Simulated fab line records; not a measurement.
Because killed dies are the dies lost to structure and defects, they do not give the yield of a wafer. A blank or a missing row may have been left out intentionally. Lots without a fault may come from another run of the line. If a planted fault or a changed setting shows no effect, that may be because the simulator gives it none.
Which tool did it? | flow rit_cmos | Sampling: 15 lots, 45 wafers, 7 of 202 route steps

== WHAT THE GAUGES SHOWED, per wafer ==
RIT_GATE_CD_MEAS_90 targets a cd of 150 nm.
lot  | measured    | on        | cd_nm (nm)
L809 | day 2 16:57 | cd_sem-02 | 149.2 149.0 149.1
L810 | day 3 01:11 | cd_sem-01 | 144.0 146.9 143.1
L811 | day 3 04:23 | cd_sem-02 | 148.9 150.9 149.8
L813 | day 3 15:42 | cd_sem-02 | 151.5 151.9 151.5
L814 | day 3 22:07 | cd_sem-02 | 150.8 154.2 152.0
L815 | day 4 02:37 | cd_sem-02 | 146.9 146.9 148.5
L816 | day 4 06:05 | cd_sem-02 | 152.6 154.5 153.8
L817 | day 4 14:40 | cd_sem-01 | 153.5 155.7 154.1
L819 | day 4 21:35 | cd_sem-02 | 150.7 149.7 148.6
L818 | day 5 00:12 | cd_sem-01 | 152.6 153.4 152.5
L820 | day 5 02:32 | cd_sem-02 | 153.8 152.5 153.8
L822 | day 5 12:14 | cd_sem-02 | 149.7 150.8 153.0
L829 | day 6 20:52 | cd_sem-02 | 151.9 153.8 154.5
L831 | day 7 13:43 | cd_sem-01 | 150.8 152.8 153.8
L832 | day 7 16:17 | cd_sem-02 | 151.6 150.8 153.1

RIT_SDANNEAL_RS_MEAS_04: a four-point-probe measurement.
lot  | measured    | on            | PSD_RS (ohm/sq)
L809 | day 3 06:23 | film_metro-01 | 116.07 116.00 115.48
L810 | day 3 13:52 | film_metro-01 | 115.70 116.38 115.78
L811 | day 3 18:35 | film_metro-01 | 116.20 115.93 115.63
L813 | day 4 09:29 | film_metro-01 | 115.54 115.46 115.47
L814 | day 4 15:17 | film_metro-02 | 115.99 116.24 115.64
L815 | day 4 15:25 | film_metro-01 | 116.11 115.99 116.16
L816 | day 4 18:42 | film_metro-03 | 115.83 115.92 115.62
L817 | day 5 04:40 | film_metro-02 | 115.82 116.02 115.99
L819 | day 5 10:53 | film_metro-01 | 130.17 130.45 130.31
L818 | day 5 13:22 | film_metro-03 | 116.02 116.00 115.83
L820 | day 5 15:11 | film_metro-03 | 130.13 129.87 130.08
L822 | day 6 00:31 | film_metro-03 | 129.97 130.17 130.30
L829 | day 7 13:19 | film_metro-03 | 115.97 116.11 116.07
L831 | day 8 02:42 | film_metro-02 | 115.77 115.54 115.61
L832 | day 8 06:16 | film_metro-03 | 115.60 115.43 115.71

RIT_SDANNEAL_RS_MEAS_05: a four-point-probe measurement.
lot  | measured    | on            | NSD_RS (ohm/sq)
L809 | day 3 06:31 | film_metro-01 | 83.9 83.8 84.2
L810 | day 3 13:59 | film_metro-01 | 84.3 84.2 84.1
L811 | day 3 18:42 | film_metro-01 | 84.5 84.2 84.1
L813 | day 4 09:36 | film_metro-01 | 84.5 84.5 84.4
L814 | day 4 15:24 | film_metro-02 | 83.9 83.9 84.6
L815 | day 4 15:32 | film_metro-01 | 84.5 84.7 84.6
L816 | day 4 18:49 | film_metro-03 | 85.0 84.9 84.7
L817 | day 5 04:47 | film_metro-02 | 84.5 84.4 84.4
L819 | day 5 11:01 | film_metro-01 | 85.2 85.0 85.2
L818 | day 5 13:29 | film_metro-03 | 84.7 84.7 84.4
L820 | day 5 15:18 | film_metro-03 | 85.7 85.6 85.7
L822 | day 6 00:38 | film_metro-03 | 85.3 85.4 85.5
L829 | day 7 13:26 | film_metro-03 | 85.0 84.9 84.8
L831 | day 8 02:49 | film_metro-02 | 84.8 84.5 84.9
L832 | day 8 06:23 | film_metro-03 | 84.1 84.7 84.6

RIT_SDANNEAL_RS_MEAS_06: a four-point-probe measurement.
lot  | measured    | on            | PLDD_RS (ohm/sq)
L809 | day 3 06:38 | film_metro-01 | 178.4 179.2 179.0
L810 | day 3 14:07 | film_metro-01 | 178.4 178.5 178.4
L811 | day 3 18:49 | film_metro-01 | 179.2 179.2 178.7
L813 | day 4 09:43 | film_metro-01 | 178.3 178.6 177.8
L814 | day 4 15:31 | film_metro-02 | 179.3 178.8 178.8
L815 | day 4 15:39 | film_metro-01 | 178.8 178.0 178.7
L816 | day 4 18:56 | film_metro-03 | 178.2 178.3 178.4
L817 | day 5 04:55 | film_metro-02 | 178.6 179.1 178.9
L819 | day 5 11:08 | film_metro-01 | 194.0 194.7 194.3
L818 | day 5 13:37 | film_metro-03 | 178.8 180.0 178.9
L820 | day 5 15:25 | film_metro-03 | 194.2 194.2 193.9
L822 | day 6 00:46 | film_metro-03 | 194.1 194.1 194.1
L829 | day 7 13:34 | film_metro-03 | 178.8 179.3 179.1
L831 | day 8 02:56 | film_metro-02 | 178.4 178.3 178.0
L832 | day 8 06:30 | film_metro-03 | 178.2 178.1 177.6

RIT_CONTACT_CD_MEAS_08 targets a cd of 1000 nm.
lot  | measured    | on        | cd_nm (nm)
L809 | day 3 08:28 | cd_sem-01 | 999.9 999.3 1000.1
L810 | day 3 16:07 | cd_sem-01 | 995.1 996.9 998.7
L811 | day 3 20:56 | cd_sem-01 | 999.0 994.9 998.8
L813 | day 4 12:00 | cd_sem-01 | 996.4 999.9 997.3
L814 | day 4 17:21 | cd_sem-01 | 1000.1 998.6 999.0
L815 | day 4 17:43 | cd_sem-01 | 999.9 996.4 997.3
L816 | day 4 20:54 | cd_sem-02 | 997.8 998.2 999.1
L817 | day 5 06:59 | cd_sem-01 | 1001.4 1001.3 1000.6
L819 | day 5 13:13 | cd_sem-01 | 998.7 997.3 999.0
L818 | day 5 15:38 | cd_sem-02 | 1001.3 1003.0 1001.8
L820 | day 5 17:26 | cd_sem-02 | 1003.5 1002.8 1002.1
L822 | day 6 02:36 | cd_sem-02 | 997.9 998.4 1000.2
L829 | day 7 15:31 | cd_sem-01 | 1000.0 1003.2 1000.7
L831 | day 8 05:01 | cd_sem-02 | 999.3 999.7 999.1
L832 | day 8 08:28 | cd_sem-02 | 999.8 999.6 999.8

== TOOL THAT RAN EACH LOT (tool first, then ch and the chambers of the sampled wafers, then the start) ==
lot  | RIT_GATE_STRIP_20                   | RIT_SDANNEAL_RTA_03
L809 | plasma_asher-01 ch 0,1, day 2 16:47 | rtp_anneal-02 ch 0, day 3 06:19
L810 | plasma_asher-01 ch 1, day 3 01:00   | rtp_anneal-01 ch 0, day 3 13:48
L811 | plasma_asher-03 ch 0,1, day 3 04:12 | rtp_anneal-02 ch 0, day 3 18:31
L813 | plasma_asher-02 ch 0,1, day 3 15:32 | rtp_anneal-02 ch 0, day 4 09:26
L814 | plasma_asher-03 ch 0,1, day 3 21:57 | rtp_anneal-01 ch 0, day 4 15:13
L815 | plasma_asher-03 ch 0, day 4 02:25   | rtp_anneal-02 ch 0, day 4 15:20
L816 | plasma_asher-03 ch 0,1, day 4 05:53 | rtp_anneal-01 ch 0, day 4 18:38
L817 | plasma_asher-03 ch 0,1, day 4 14:31 | rtp_anneal-02 ch 0, day 5 04:35
L819 | plasma_asher-01 ch 0,1, day 4 21:25 | rtp_anneal-01 ch 0, day 5 10:50
L818 | plasma_asher-01 ch 0,1, day 5 00:03 | rtp_anneal-02 ch 0, day 5 13:17
L820 | plasma_asher-03 ch 0,1, day 5 02:20 | rtp_anneal-01 ch 0, day 5 15:07
L822 | plasma_asher-01 ch 0,1, day 5 12:02 | rtp_anneal-01 ch 0, day 6 00:27
L829 | plasma_asher-03 ch 0,1, day 6 20:42 | rtp_anneal-02 ch 0, day 7 13:16
L831 | plasma_asher-03 ch 0,1, day 7 13:32 | rtp_anneal-02 ch 0, day 8 02:38
L832 | plasma_asher-01 ch 0,1, day 7 16:07 | rtp_anneal-01 ch 0, day 8 06:12
- RIT_GATE_STRIP_20: strips in O2, time 180 s.
- RIT_SDANNEAL_RTA_03: time 5 s.

== WHAT THE TOOLS THEMSELVES READ (means of the sampled wafers that have a number; where no wafer has one, the mark that the record gives instead) ==
RIT_GATE_STRIP_20.
lot  | tool            | drypump_motor_current_A (A)
L809 | plasma_asher-01 | 5.7
L810 | plasma_asher-01 | 5.6
L811 | plasma_asher-03 | 5.8
L813 | plasma_asher-02 | 6.0
L814 | plasma_asher-03 | 5.5
L815 | plasma_asher-03 | 6.0
L816 | plasma_asher-03 | 5.5
L817 | plasma_asher-03 | 5.5
L819 | plasma_asher-01 | 5.7
L818 | plasma_asher-01 | 5.8
L820 | plasma_asher-03 | 5.8
L822 | plasma_asher-01 | 5.9
L829 | plasma_asher-03 | 5.5
L831 | plasma_asher-03 | 5.5
L832 | plasma_asher-01 | 5.9

RIT_SDANNEAL_RTA_03.
lot  | tool          | wafer_temp_C_max
L809 | rtp_anneal-02 | 1053.4
L810 | rtp_anneal-01 | 1053.6
L811 | rtp_anneal-02 | 1053.3
L813 | rtp_anneal-02 | 1053.0
L814 | rtp_anneal-01 | 1053.4
L815 | rtp_anneal-02 | 1054.0
L816 | rtp_anneal-01 | 1053.5
L817 | rtp_anneal-02 | 1053.5
L819 | rtp_anneal-01 | 1032.8
L818 | rtp_anneal-02 | 1053.6
L820 | rtp_anneal-01 | 1034.4
L822 | rtp_anneal-01 | 1033.6
L829 | rtp_anneal-02 | 1055.3
L831 | rtp_anneal-02 | 1053.5
L832 | rtp_anneal-01 | 1053.2

== THE ANSWER, worked out from the rows above alone ==
Rule: usual is defined by the lots themselves. Put in order of their means at a reading, lots are off if they are a third of the lots or fewer, leave a main group of 4 or more, and stand apart from it by a gap of 3 or more times the standard deviation of the main group's means; of several such gaps the widest counts. Not used: any main group whose means are identical at the precision the tables above print for the reading. A lot without any number at a reading at which 4 lots or more have one is off too. The other lots that the step has rows for count as sound. The gauges are gone through in route order, then the tools' own readings, and for those a lot's mean is taken as printed above. The first step at which some lot is off is used, and at that step the reading that is off furthest; a lot without a number counts as furthest.
Off: at RIT_SDANNEAL_RS_MEAS_04 (PSD_RS), L819, L820, L822. Mean 115.85 ohm/sq and standard deviation 0.18 in the main group.
If a tool, at a process step before that reading, ran all the lots that are off and no sound lot after the first of them, it fits. Not tried: the gauges at RIT_SDANNEAL_RS_MEAS_04; whatever is off there is also off at RIT_SDANNEAL_RTA_03, on other tools, and gauge error can't account for it. Not one of the candidates tried fits.

== WHAT THE SIMULATOR PUT IN ==
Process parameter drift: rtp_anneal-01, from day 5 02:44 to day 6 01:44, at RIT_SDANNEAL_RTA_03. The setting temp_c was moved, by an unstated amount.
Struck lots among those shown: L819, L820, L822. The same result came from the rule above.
